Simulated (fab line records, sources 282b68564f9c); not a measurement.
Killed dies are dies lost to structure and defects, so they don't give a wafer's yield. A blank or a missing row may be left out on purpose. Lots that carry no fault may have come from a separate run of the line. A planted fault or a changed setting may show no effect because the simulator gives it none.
Code-filled problem report in 8D (eight disciplines) form | flow rit cmos | the parts of the form that need people (team, actions taken, sign-off) are left out

1. WHAT IS WRONG
Across 6 wafers from 2 lots, ACTIVE_NITRIDE_THK at RIT_ACTIVE_THK_MEAS_04 averages 167.6 nm, while fault-free wafers read 150.2 nm with a standard deviation of 1.3. Relative to the usual mean, that is a shift of +13 standard deviations.
Seen first at day 4 22:07 on film metro-02, wafer L296.2. The record holds 42 wafers of 14 lots with a number at this step. The rule behind "out" and "out of limits": a value lying over 4 standard deviations away from the usual mean. Any other wafer with a number is counted as sound.

2. WHAT THIS IS AND IS NOT
question                    | is                           | is not
which readings at this step | ACTIVE_NITRIDE_THK           | -
which lots                  | L296, L297                   | L280, L283, L285, L286, L287, L288, L289, L290, L292, L293, L294, L295
which wafers of those lots  | all that have a number       | -
read on which gauges        | film metro-02, film metro-03 | film metro-04
when                        | from day 4 22:07             | up to then (36 sound wafers)

3. WHAT RULES OUT EACH SUSPECT
Counting: any tool at a process step up to the reading is kept as a suspect provided that every lot that is out went through it and no sound lot did after the first of them.
- the gauge at RIT_ACTIVE_THK_MEAS_04 is ruled out. Those wafers that are out were read across 2 gauges (film metro-02, film metro-03).
- lpcvd-02 at RIT_ACTIVE_CVD_03 (deposits Si3N4 from SiH2Cl2/NH3, target thk 150 nm, time 1500 s): kept. It processed each lot that is out, first L296 at day 4 20:41, and no sound lot thereafter; up to then, the last sound lot it processed was L294 at day 4 10:07. Out on those wafers are its own readings of spike tc centre C, zone power centre pct, zone power source pct.
Left after counting: lpcvd-02 at RIT_ACTIVE_CVD_03.

4. THE CAUSE (what the simulator had put in)
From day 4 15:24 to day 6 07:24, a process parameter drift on lpcvd-02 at RIT_ACTIVE_CVD_03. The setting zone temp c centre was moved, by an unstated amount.
Only this tool survived the counting.

5. SEQUENCE OF EFFECTS, ordered by route
Each row: a reading where the mean over the struck wafers with a number is more than 3 standard deviations away from the usual. Only readings whose record carries a usual standard deviation are examined. hours: median over the lots of the time between each lot's start at the first step of this table that gives one and its start at this step. sigmas: the change, counted in usual standard deviations.
hours | step                   | reading               | usual      | on struck wafers | change | sigmas
0     | RIT_ACTIVE_CVD_03      | spike tc centre C     | 813.3 C    | 841.8            | +28.5  | +24
0     | RIT_ACTIVE_CVD_03      | zone power centre pct | 39.5 %     | 56.6             | +17.1  | +5.7
0     | RIT_ACTIVE_CVD_03      | zone power source pct | 20.09 %    | 18.79            | -1.30  | -6.8
1     | RIT_ACTIVE_THK_MEAS_04 | ACTIVE_NITRIDE_THK    | 150.2 nm   | 167.6            | +17.4  | +13
3     | RIT_ACTIVE_ETCH_13     | oes product au        | 0.838 a.u. | 0.895            | +0.057 | +5.2
The process steps in it:
- RIT_ACTIVE_CVD_03: deposits Si3N4 from SiH2Cl2/NH3, target thk 150 nm, time 1500 s.
- RIT_ACTIVE_ETCH_13: etches Si3N4 in SF6, stops on SiO2, time 201.2 s, target depth 210 nm.

6. WHAT WOULD HAVE CAUGHT IT SOONER
7 hours passed between the start of the fault at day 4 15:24 and the first reading out of limits at a measuring or inspecting step in this record, taken at day 4 22:07.
At RIT_ACTIVE_CVD_03, the tool's own readings (spike tc centre C, zone power centre pct, zone power source pct) were out on each struck wafer the step has a row for, so an alarm limit on them would have fired on the first such wafer.
L297, from the lots that are out (2), started RIT_ACTIVE_CVD_03 on lpcvd-02 later than day 4 22:07. It would have been spared by a hold on the tool at that moment.
